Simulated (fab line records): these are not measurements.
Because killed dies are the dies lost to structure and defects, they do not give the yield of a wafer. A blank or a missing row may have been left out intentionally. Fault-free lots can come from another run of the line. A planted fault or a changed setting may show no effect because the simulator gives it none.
fab line records	flow berkeley-cmos170	part 1 of 2: steps 1 to 33 of 41
record lots=5	wafers=15	last-day=13
route steps=331 shown V1@254 M2@271 V2@292
lots with no fault: from the same line, run without faults
start-h: hours from the record's first day to the start of the lot's first wafer shown	wait-h: hours from the lot's prior step to this one	" same as the row above	L1.1+2: a single row standing in for several wafers	- no value, or no start given	* or withheld: withheld	< > ~ a bound
route shown NAME@n: NAME is a module with steps in the file, n the number in the route of the first one	usual: average and standard deviation across the fault-free wafers	same: alike in all rows	chamber/n: place in a boat	sites: readings site by site	_std_site: standard deviation across them	_edge_site: mean of outer sites minus mean of inner sites	radius-mm: for every site, how far away it sits from the centre of the wafer	mask NAME#n: copy n	behind: the most recent tool/chamber to have shaped the wafer	hold: the reason the lot was held/the length of the hold in hours/how it ended	device: which transistor (n, p or np) failed to switch	end of line: tests of these same wafers at the route's end	where a step has no rows: the recipe by itself	killed: count of dies lost to structure and defects at first sort (not the wafer's yield)	map: the dies of a wafer, with x for killed, . for not killed, _ for no die there
set.NAME: the setting as run; set.NAME@STEP: as run at that earlier step	model.NAME: the simulator's own value behind a step, which no gauge read
lots at selected steps of the route; one table per step, one row per wafer
services: when a tool's chamber went out of use (start-h, in hours from the record's first day, below 0 if earlier), for how many hours, and the reason
## steps
# step UCB170_V1_CVD_00
# recipe material=SiO2	target-thk-nm=2000	temp-c=390	precursor=TEOS/O2	time-s=250	rf-w=550	pressure-mtorr=9000
# usual heater-power-w=273/60
lot.wafer	tool	chamber	start-h	wait-h	heater-power-w
L075.1	pecvd-04	0	178.23	0.0	268
L075.2	"	2	"	"	246
L075.5	"	1	"	"	384
L083.2	pecvd-04	2	216.48	0.0	320
L083.3	"	1	"	"	322
L083.4	"	1	"	"	382
L094.3	pecvd-04	0	285.69	0.0	239
L094.4	"	1	"	"	280
L094.6	"	2	"	"	323
L096.1	pecvd-01	2	287.02	0.0	220
L096.4	"	2	"	"	285
L096.5	"	0	"	"	262
L097.3	pecvd-04	0	289.03	0.0	305
L097.4	"	1	"	"	281
L097.6	"	0	"	"	216
# step UCB170_V1_THK_MEAS_01
# recipe reads=SiO2_of_V1_CVD_00
# usual V1_TEOS_THK=2002/30
lot.wafer	tool	chamber	start-h	wait-h	V1_TEOS_THK[nm]
L075.1	film-metro-01	-	178.39	0.1	1966
L075.2	"	-	"	"	2060
L075.5	"	-	"	"	2027
L083.2	film-metro-01	-	216.64	0.1	2008
L083.3	"	-	"	"	1963
L083.4	"	-	"	"	2002
L094.3	film-metro-01	-	285.87	0.1	1946
L094.4	"	-	"	"	2001
L094.6	"	-	"	"	2016
L096.1	film-metro-04	-	287.18	0.1	1951
L096.4	"	-	"	"	1995
L096.5	"	-	"	"	1972
L097.3	film-metro-01	-	289.21	0.1	1963
L097.4	"	-	"	"	2018
L097.6	"	-	"	"	1979
# step UCB170_V1_CMP_02
# recipe material=SiO2	down-force-psi=6	platen-rpm=60	pad-velocity-m-s=0.75398
# usual motor-current-A=15.6/1.6
lot.wafer	tool	chamber	start-h	wait-h	motor-current-A
L075.1	cmp-01	3	178.45	0.1	17.7
L075.2	"	1	"	"	12.9
L075.5	"	0	"	"	15.3
L083.2	cmp-02	2	216.69	0.0	15.2
L083.4	"	3	"	"	14.8
L083.3	"	1	"	"	17.5
L094.3	cmp-02	3	285.96	0.1	14.5
L094.4	"	1	"	"	16.9
L094.6	"	3	"	"	14.0
L096.1	cmp-02	3	287.54	0.3	15.0
L096.4	"	0	"	"	16.9
L096.5	"	0	"	"	16.8
L097.3	cmp-01	1	289.30	0.1	13.9
L097.4	"	2	"	"	13.8
L097.6	"	0	"	"	15.7
# step UCB170_V1_BOW_MEAS_03
# recipe mode=bow
# usual V1_BOW=17/6.5
lot.wafer	tool	chamber	start-h	wait-h	V1_BOW[um]
L075.1	film-metro-02	-	178.75	0.2	9
L075.2	"	-	"	"	1
L075.5	"	-	"	"	18
L083.2	film-metro-01	-	217.01	0.3	25
L083.3	"	-	"	"	16
L083.4	"	-	"	"	10
L094.3	film-metro-04	-	286.25	0.2	21
L094.4	"	-	"	"	0
L094.6	"	-	"	"	26
L096.1	film-metro-04	-	287.84	0.2	11
L096.4	"	-	"	"	18
L096.5	"	-	"	"	6
L097.3	film-metro-04	-	289.59	0.2	22
L097.4	"	-	"	"	14
L097.6	"	-	"	"	14
# step UCB170_V1_THK_MEAS_04
# recipe reads=SiO2_of_V1_CVD_00
# usual V1_POLISHED_THK=999.6/1.6
lot.wafer	tool	chamber	start-h	wait-h	V1_POLISHED_THK[nm]
L075.1	film-metro-02	-	178.87	0.1	996.4
L075.2	"	-	"	"	1000.4
L075.5	"	-	"	"	1001.1
L083.2	film-metro-01	-	217.12	0.1	1002.6
L083.3	"	-	"	"	1001.5
L083.4	"	-	"	"	999.8
L094.3	film-metro-04	-	286.35	0.1	996.7
L094.4	"	-	"	"	1000.8
L094.6	"	-	"	"	998.5
L096.1	film-metro-04	-	287.96	0.1	998.4
L096.4	"	-	"	"	1000.7
L096.5	"	-	"	"	999.8
L097.3	film-metro-04	-	289.69	0.1	999.9
L097.4	"	-	"	"	1000.6
L097.6	"	-	"	"	999.9
# step UCB170_V1_CLEAN_05
# recipe chemistry=DIW
lot.wafer	tool	chamber	start-h	wait-h
L075.1+2+5	wet-bench-03	1	178.93	0.1
L083.2+3+4	wet-bench-02	1	217.26	0.1
L094.3+4+6	wet-bench-02	1	286.39	0.0
L096.1+4+5	wet-bench-03	0	288.02	0.1
L097.3+4+6	wet-bench-02	1	292.59	2.9
# step UCB170_V1_HMDS_06
# recipe prime-time-s=60	prime-temp-c=100
lot.wafer	tool	chamber	start-h	wait-h
L075.1+2+5	litho-track-02	0	179.10	0.0
L083.2+3+4	litho-track-01	0	217.46	0.0
L094.3+4+6	litho-track-01	0	286.63	0.1
L096.1+4+5	litho-track-03	0	288.39	0.2
L097.3+4+6	litho-track-02	0	293.24	0.5
# step UCB170_V1_COAT_07
# recipe resist=KrF	spin-rpm=1500	resist-thk-nm=900
lot.wafer	tool	chamber	start-h	wait-h
L075.1+2+5	litho-track-02	0	179.25	0.1
L083.2+3+4	litho-track-01	0	217.61	0.1
L094.3+4+6	litho-track-01	0	286.78	0.1
L096.1+4+5	litho-track-03	0	288.54	0.1
L097.3+4+6	litho-track-02	0	293.39	0.1
# step UCB170_V1_SOFTBAKE_08
# recipe resist=KrF	temp-c=130	time-s=58.18
lot.wafer	tool	chamber	start-h	wait-h
L075.1+2+5	litho-track-02	0	179.40	0.1
L083.2+3+4	litho-track-01	0	217.76	0.1
L094.3+4+6	litho-track-01	0	286.93	0.1
L096.1+4+5	litho-track-03	0	288.69	0.1
L097.3+4+6	litho-track-02	0	293.54	0.1
# step UCB170_V1_EXPOSE_09
# recipe mask-id=VIA1	target-cd-nm=700	na=0.5	sigma-outer=0.6	source-shape=conventional	dose-mj=37
lot.wafer	tool	chamber	start-h	wait-h	mask
L075.1+2+5	krf-scanner-02	0	179.68	0.3	VIA1#0
L083.2+3+4	krf-scanner-01	0	217.90	0.1	VIA1#0
L094.3+4+6	krf-scanner-01	0	287.19	0.2	VIA1#0
L096.1+4+5	krf-scanner-01	0	289.03	0.3	VIA1#0
L097.3+4+6	krf-scanner-01	0	293.69	0.1	VIA1#0
# step UCB170_V1_PEB_10
# recipe peb-temp-c=130	peb-time-s=withheld	resist=KrF
lot.wafer	tool	chamber	start-h	wait-h
L075.1+2+5	litho-track-03	0	179.79	0.1
L083.2+3+4	litho-track-02	0	218.08	0.2
L094.3+4+6	litho-track-01	0	287.32	0.1
L096.1+4+5	litho-track-01	0	289.46	0.4
L097.3+4+6	litho-track-01	0	294.11	0.4
# step UCB170_V1_DEVELOP_11
# recipe developer=TMAH	develop-time-s=45	resist=KrF	dev-temp-c=21
lot.wafer	tool	chamber	start-h	wait-h
L075.1+2+5	litho-track-03	0	-	-
L083.2+3+4	litho-track-02	0	-	-
L094.3+4+6	litho-track-01	0	-	-
L096.1+4+5	litho-track-01	0	-	-
L097.3+4+6	litho-track-01	0	-	-
# step UCB170_V1_CD_MEAS_12
# recipe target-cd-nm=700
# usual cd-nm=699.9/1.4
lot.wafer	tool	chamber	start-h	wait-h	cd-nm
L075.1	cd-sem-02	-	180.07	-	701.3
L075.2	"	-	"	"	700.5
L075.5	"	-	"	"	701.1
L083.2	cd-sem-01	-	218.35	-	700.0
L083.3	"	-	"	"	701.9
L083.4	"	-	"	"	700.4
L094.3	cd-sem-01	-	287.58	-	700.1
L094.4	"	-	"	"	700.0
L094.6	"	-	"	"	700.5
L096.1	cd-sem-01	-	289.73	-	700.1
L096.4	"	-	"	"	699.5
L096.5	"	-	"	"	699.5
L097.3	cd-sem-01	-	294.37	-	700.5
L097.4	"	-	"	"	701.7
L097.6	"	-	"	"	701.8
# step UCB170_V1_OVL_MEAS_13
# usual V1_OVL=4/4.5
lot.wafer	tool	chamber	start-h	wait-h	V1_OVL[nm]
L075.1	overlay-02	-	180.19	0.1	2
L075.2	"	-	"	"	6
L075.5	"	-	"	"	10
L083.2	overlay-01	-	218.46	0.1	9
L083.3	"	-	"	"	0
L083.4	"	-	"	"	-6
L094.3	overlay-02	-	287.68	0.1	1
L094.4	"	-	"	"	5
L094.6	"	-	"	"	3
L096.1	overlay-02	-	289.85	0.1	8
L096.4	"	-	"	"	13
L096.5	"	-	"	"	9
L097.3	overlay-02	-	294.46	0.1	2
L097.4	"	-	"	"	5
L097.6	"	-	"	"	2
# step UCB170_V1_ETCH_14
# recipe chemistry=CHF3/CF4/Ar	target=SiO2	stop-on=Al	CHF3_flow_sccm=45	cf4-flow-sccm=15	Ar_flow_sccm=150	pressure-mtorr=200	rf-w=700	target-depth-a=12500	over-etch-frac=0.25	time-s=299.3
# usual CHF3_flow_sccm=44.99/0.13	drypump-motor-current-A=5.8/0.4	oes-product-au=0.870/0.012	throttle-valve-pct=6.94/0.15
lot.wafer	tool	chamber	start-h	wait-h	CHF3_flow_sccm	drypump-motor-current-A	oes-product-au	rf-hours-counter-h	throttle-valve-pct
L075.1	rie-diel-02	3	180.22	0.0	44.98	6.2	0.881	3	6.71
L075.2	"	1	"	"	45.30	6.2	0.861	19	7.17
L075.5	"	3	"	"	45.06	6.3	0.892	-	6.68
L083.2	rie-diel-04	2	218.49	0.0	45.06	5.6	0.867	69	6.84
L083.3	"	1	"	"	45.03	6.4	0.880	5	7.02
L083.4	"	3	"	"	44.99	6.2	0.900	75	6.94
L094.3	rie-diel-01	2	287.70	0.0	44.85	5.6	0.863	19	7.01
L094.4	"	0	"	"	45.11	5.7	0.862	5	7.11
L094.6	"	0	"	"	44.82	5.7	0.861	-	7.12
L096.1	rie-diel-04	2	289.89	0.0	45.21	5.6	0.859	72	6.84
L096.4	"	0	"	"	44.88	6.1	0.870	53	6.98
L096.5	"	3	"	"	45.32	6.2	0.890	-	6.97
L097.3	rie-diel-01	0	294.49	0.0	44.84	5.7	0.863	5	7.12
L097.4	"	3	"	"	45.03	5.2	0.867	4	7.17
L097.6	"	0	"	"	44.87	5.7	0.863	-	7.11
# step UCB170_V1_STRIP_15
# recipe chemistry=O2	power-w=400	pressure-mtorr=3500	platen-temp-c=withheld	o2-flow-sccm=400	overash-fraction=0.5
# usual drypump-motor-current-A=5.7/0.58	o2-flow-sccm=399.9/1.1	oes-product-au=0.721/0.0046	strip-time-to-endpoint-s=15.24/0.15
# same overash-fraction=0.5
lot.wafer	tool	chamber	start-h	wait-h	drypump-motor-current-A	o2-flow-sccm	oes-product-au	rf-hours-counter-h	strip-time-to-endpoint-s
L075.1	plasma-asher-03	0	180.40	0.1	5.1	399.4	0.724	46	15.18
L075.2	"	1	"	"	5.8	400.7	0.716	46	15.35
L075.5	"	1	"	"	5.8	402.2	0.731	-	15.21
L083.2	plasma-asher-03	0	218.67	0.1	5.1	398.9	0.724	50	15.28
L083.3	"	1	"	"	5.8	400.5	0.715	-	15.39
L083.4	"	0	"	"	5.1	399.4	0.721	-	15.23
L094.3	plasma-asher-01	0	287.91	0.1	6.5	398.9	0.718	-	15.26
L094.4	"	1	"	"	6.0	399.6	0.717	-	15.16
L094.6	"	0	"	"	6.5	397.7	0.721	-	15.01
L096.1	plasma-asher-02	0	290.07	0.1	5.6	401.0	0.723	17	15.59
L096.4	"	0	"	"	5.6	400.5	0.729	-	15.01
L096.5	"	1	"	"	4.8	400.2	0.722	-	15.40
L097.3	plasma-asher-01	1	294.70	0.1	6.0	400.3	0.723	-	14.97
L097.4	"	0	"	"	6.5	400.4	0.720	-	15.26
L097.6	"	1	"	"	6.0	400.0	0.715	-	15.07
# step UCB170_V1_CD_MEAS_90
# recipe target-cd-nm=700
# usual cd-nm=700.0/1.6
lot.wafer	tool	chamber	start-h	wait-h	cd-nm
L075.1	cd-sem-01	-	180.50	0.1	701.0
L075.2	"	-	"	"	700.4
L075.5	"	-	"	"	701.4
L083.2	cd-sem-02	-	218.79	0.1	700.7
L083.3	"	-	"	"	701.4
L083.4	"	-	"	"	700.8
L094.3	cd-sem-01	-	288.02	0.1	699.5
L094.4	"	-	"	"	699.3
L094.6	"	-	"	"	699.3
L096.1	cd-sem-01	-	290.17	0.1	699.4
L096.4	"	-	"	"	699.9
L096.5	"	-	"	"	699.6
L097.3	cd-sem-02	-	294.81	0.1	700.1
L097.4	"	-	"	"	702.4
L097.6	"	-	"	"	702.1
# step UCB170_M2_PRE_CLEAN_00
# recipe gas=Ar	preclean-etch-time-s=60
lot.wafer	tool	chamber	start-h	wait-h
L075.1+2+5	pvd-sputter-03	-	180.62	0.1
L083.2+3+4	pvd-sputter-02	-	218.89	0.1
L094.3+4+6	pvd-sputter-02	-	288.10	0.1
L096.1+4+5	pvd-sputter-02	-	290.29	0.1
L097.3+4+6	pvd-sputter-03	-	294.89	0.1
# step UCB170_M2_SPUTTER_01
# recipe material=Al	target-thk-nm=900	time-s=120	power-w=6000	chamber-pressure-pa=0.5
# usual throttle-valve-pct=29.8/1.4
lot.wafer	tool	chamber	start-h	wait-h	throttle-valve-pct
L075.1	pvd-sputter-03	-	180.69	0.0	29.4
L075.2	"	-	"	"	31.3
L075.5	"	-	"	"	29.2
L083.2	pvd-sputter-02	-	218.95	0.0	27.1
L083.3	"	-	"	"	30.3
L083.4	"	-	"	"	30.3
L094.3	pvd-sputter-02	-	288.16	0.0	30.2
L094.4	"	-	"	"	26.8
L094.6	"	-	"	"	28.1
L096.1	pvd-sputter-02	-	290.35	0.0	27.1
L096.4	"	-	"	"	30.2
L096.5	"	-	"	"	28.4
L097.3	pvd-sputter-03	-	294.95	0.0	31.0
L097.4	"	-	"	"	29.0
L097.6	"	-	"	"	29.6
# step UCB170_M2_RS_MEAS_02
# recipe thk-meas-gauge=four-point-probe	reads=Al_of_M2_SPUTTER_01
# usual M2_AL_RS=0.0323/0.00046
lot.wafer	tool	chamber	start-h	wait-h	M2_AL_RS[ohm/sq]
L075.1	film-metro-03	-	180.77	0.0	0.0330
L075.2	"	-	"	"	0.0324
L075.5	"	-	"	"	0.0327
L083.2	film-metro-03	-	219.06	0.1	0.0332
L083.3	"	-	"	"	0.0320
L083.4	"	-	"	"	0.0325
L094.3	film-metro-03	-	288.29	0.1	0.0318
L094.4	"	-	"	"	0.0330
L094.6	"	-	"	"	0.0320
L096.1	film-metro-03	-	290.44	0.0	0.0331
L096.4	"	-	"	"	0.0320
L096.5	"	-	"	"	0.0325
L097.3	film-metro-03	-	295.08	0.1	0.0326
L097.4	"	-	"	"	0.0329
L097.6	"	-	"	"	0.0330
# step UCB170_M2_THK_MEAS_03
# recipe thk-meas-gauge=xrf	reads=Al_of_M2_SPUTTER_01
# usual M2_AL_THK=910/13
lot.wafer	tool	chamber	start-h	wait-h	M2_AL_THK[nm]
L075.1	film-metro-03	-	180.89	0.1	888
L075.2	"	-	"	"	904
L075.5	"	-	"	"	896
L083.2	film-metro-03	-	219.17	0.1	886
L083.3	"	-	"	"	918
L083.4	"	-	"	"	902
L094.3	film-metro-03	-	288.39	0.1	924
L094.4	"	-	"	"	887
L094.6	"	-	"	"	912
L096.1	film-metro-03	-	290.56	0.1	887
L096.4	"	-	"	"	920
L096.5	"	-	"	"	900
L097.3	film-metro-03	-	295.18	0.1	903
L097.4	"	-	"	"	895
L097.6	"	-	"	"	889
# step UCB170_M2_HMDS_04
# recipe prime-time-s=60	prime-temp-c=100
lot.wafer	tool	chamber	start-h	wait-h
L075.1+2+5	litho-track-03	0	180.95	0.1
L083.2+3+4	litho-track-01	0	219.36	0.2
L094.3+4+6	litho-track-04	0	288.84	0.4
L096.1+4+5	litho-track-04	0	290.62	0.1
L097.3+4+6	litho-track-03	0	295.70	0.5
# step UCB170_M2_COAT_05
# recipe resist=KrF	spin-rpm=1500	resist-thk-nm=900
lot.wafer	tool	chamber	start-h	wait-h
L075.1+2+5	litho-track-03	0	181.10	0.1
L083.2+3+4	litho-track-01	0	219.51	0.1
L094.3+4+6	litho-track-04	0	288.99	0.1
L096.1+4+5	litho-track-04	0	290.77	0.1
L097.3+4+6	litho-track-03	0	295.85	0.1
# step UCB170_M2_SOFTBAKE_06
# recipe resist=KrF	temp-c=130	time-s=60
lot.wafer	tool	chamber	start-h	wait-h
L075.1+2+5	litho-track-03	0	181.25	0.1
L083.2+3+4	litho-track-01	0	219.66	0.1
L094.3+4+6	litho-track-04	0	289.14	0.1
L096.1+4+5	litho-track-04	0	290.92	0.1
L097.3+4+6	litho-track-03	0	296.00	0.1
# step UCB170_M2_STRIP_07
# recipe chemistry=O2	power-w=400	pressure-mtorr=3500	platen-temp-c=withheld	o2-flow-sccm=400	overash-fraction=0.5
# usual drypump-motor-current-A=5.8/0.53	o2-flow-sccm=400.1/1.1	oes-product-au=0.735/0.005	strip-time-to-endpoint-s=21.95/0.071
# same overash-fraction=0.5
lot.wafer	tool	chamber	start-h	wait-h	drypump-motor-current-A	o2-flow-sccm	oes-product-au	rf-hours-counter-h	strip-time-to-endpoint-s
L075.1	plasma-asher-02	1	181.40	0.1	4.8	400.2	0.734	6	21.97
L075.2	"	0	"	"	5.6	401.4	0.738	6	21.88
L075.5	"	1	"	"	4.8	402.1	0.745	-	21.89
L083.2	plasma-asher-01	0	219.78	0.1	6.5	399.0	0.735	41	21.81
L083.3	"	1	"	"	5.9	400.4	0.737	-	21.80
L083.4	"	0	"	"	6.5	398.9	0.732	-	21.85
L094.3	plasma-asher-04	1	289.27	0.1	6.1	400.5	0.741	-	22.05
L094.4	"	0	"	"	5.7	398.2	0.731	-	21.95
L094.6	"	0	"	"	5.8	397.8	0.739	-	21.99
L096.1	plasma-asher-04	0	291.07	0.1	5.8	398.9	0.736	61	21.90
L096.4	"	0	"	"	5.7	398.3	0.735	-	21.90
L096.5	"	0	"	"	5.8	399.0	0.731	-	21.94
L097.3	plasma-asher-02	1	296.13	0.1	4.8	400.4	0.733	-	21.95
L097.4	"	0	"	"	5.6	397.7	0.734	-	21.95
L097.6	"	1	"	"	4.8	400.5	0.742	-	22.00
# step UCB170_M2_STRIP_08
# recipe chemistry=DMSO	temp-c=80	time-s=600	material=KrF
# usual bath-guard-temp-C=80.3/0.51
lot.wafer	tool	chamber	start-h	wait-h	bath-guard-temp-C
L075.1	wet-bench-02	1	181.50	0.1	79.6
L075.2	"	1	"	"	79.5
L075.5	"	1	"	"	79.3
L083.2	wet-bench-01	3	219.88	0.1	80.3
L083.3	"	3	"	"	80.2
L083.4	"	3	"	"	80.4
L094.3	wet-bench-01	1	289.34	0.0	80.3
L094.4	"	1	"	"	80.2
L094.6	"	1	"	"	80.1
L096.1	wet-bench-01	1	291.19	0.1	79.7
L096.4	"	1	"	"	80.6
L096.5	"	1	"	"	80.1
L097.3	wet-bench-01	3	296.20	0.0	80.3
L097.4	"	3	"	"	80.5
L097.6	"	3	"	"	80.4
# step UCB170_M2_COAT_09
# recipe resist=BARC	temp-c=withheld	time-s=withheld	spin-rpm=3000	resist-thk-nm=withheld
lot.wafer	tool	chamber	start-h	wait-h
L075.1+2+5	litho-track-04	0	181.68	0.0
L083.2+3+4	litho-track-01	0	220.11	0.0
L094.3+4+6	litho-track-03	0	289.62	0.1
L096.1+4+5	litho-track-04	0	291.38	0.0
L097.3+4+6	litho-track-01	0	297.01	0.6
# step UCB170_M2_COAT_10
# recipe resist=KrF	spin-rpm=1500	resist-thk-nm=900
lot.wafer	tool	chamber	start-h	wait-h
L075.1+2+5	litho-track-04	0	-	-
L083.2+3+4	litho-track-01	0	-	-
L094.3+4+6	litho-track-03	0	-	-
L096.1+4+5	litho-track-04	0	-	-
L097.3+4+6	litho-track-01	0	-	-
# step UCB170_M2_SOFTBAKE_11
# recipe resist=KrF	temp-c=130	time-s=60
lot.wafer	tool	chamber	start-h	wait-h
L075.1+2+5	litho-track-04	0	-	-
L083.2+3+4	litho-track-01	0	-	-
L094.3+4+6	litho-track-03	0	-	-
L096.1+4+5	litho-track-04	0	-	-
L097.3+4+6	litho-track-01	0	-	-
# step UCB170_M2_EXPOSE_12
# recipe mask-id=METAL2	target-cd-nm=700	na=0.5	sigma-outer=0.6	source-shape=conventional	dose-mj=26
lot.wafer	tool	chamber	start-h	wait-h	mask
L075.1+2+5	krf-scanner-01	0	182.25	-	METAL2#0
L083.2+3+4	krf-scanner-01	0	220.68	-	METAL2#0
L094.3+4+6	krf-scanner-01	0	290.18	-	METAL2#0
L096.1+4+5	krf-scanner-01	0	292.01	-	METAL2#0
L097.3+4+6	krf-scanner-01	0	297.45	-	METAL2#0
# step UCB170_M2_PEB_13
# recipe peb-temp-c=130	peb-time-s=withheld	resist=KrF
lot.wafer	tool	chamber	start-h	wait-h
L075.1+2+5	litho-track-03	0	182.58	0.3
L083.2+3+4	litho-track-03	0	220.82	0.1
L094.3+4+6	litho-track-01	0	290.31	0.1
L096.1+4+5	litho-track-01	0	292.16	0.1
L097.3+4+6	litho-track-04	0	298.49	1.0
# step UCB170_M2_DEVELOP_14
# recipe developer=TMAH	develop-time-s=45	resist=KrF	dev-temp-c=21
lot.wafer	tool	chamber	start-h	wait-h
L075.1+2+5	litho-track-03	0	-	-
L083.2+3+4	litho-track-03	0	-	-
L094.3+4+6	litho-track-01	0	-	-
L096.1+4+5	litho-track-01	0	-	-
L097.3+4+6	litho-track-04	0	-	-
# step UCB170_M2_CD_MEAS_15
# recipe target-cd-nm=700
# usual cd-nm=699.9/1.2
lot.wafer	tool	chamber	start-h	wait-h	cd-nm
L075.1	cd-sem-02	-	182.86	-	698.2
L075.2	"	-	"	"	699.1
L075.5	"	-	"	"	697.8
L083.2	cd-sem-02	-	221.09	-	699.0
L083.3	"	-	"	"	699.4
L083.4	"	-	"	"	699.5
L094.3	cd-sem-02	-	290.57	-	698.8
L094.4	"	-	"	"	700.0
L094.6	"	-	"	"	698.3
L096.1	cd-sem-01	-	292.43	-	697.2
L096.4	"	-	"	"	697.9
L096.5	"	-	"	"	698.6
L097.3	cd-sem-02	-	298.76	-	700.0
L097.4	"	-	"	"	699.9
L097.6	"	-	"	"	699.6
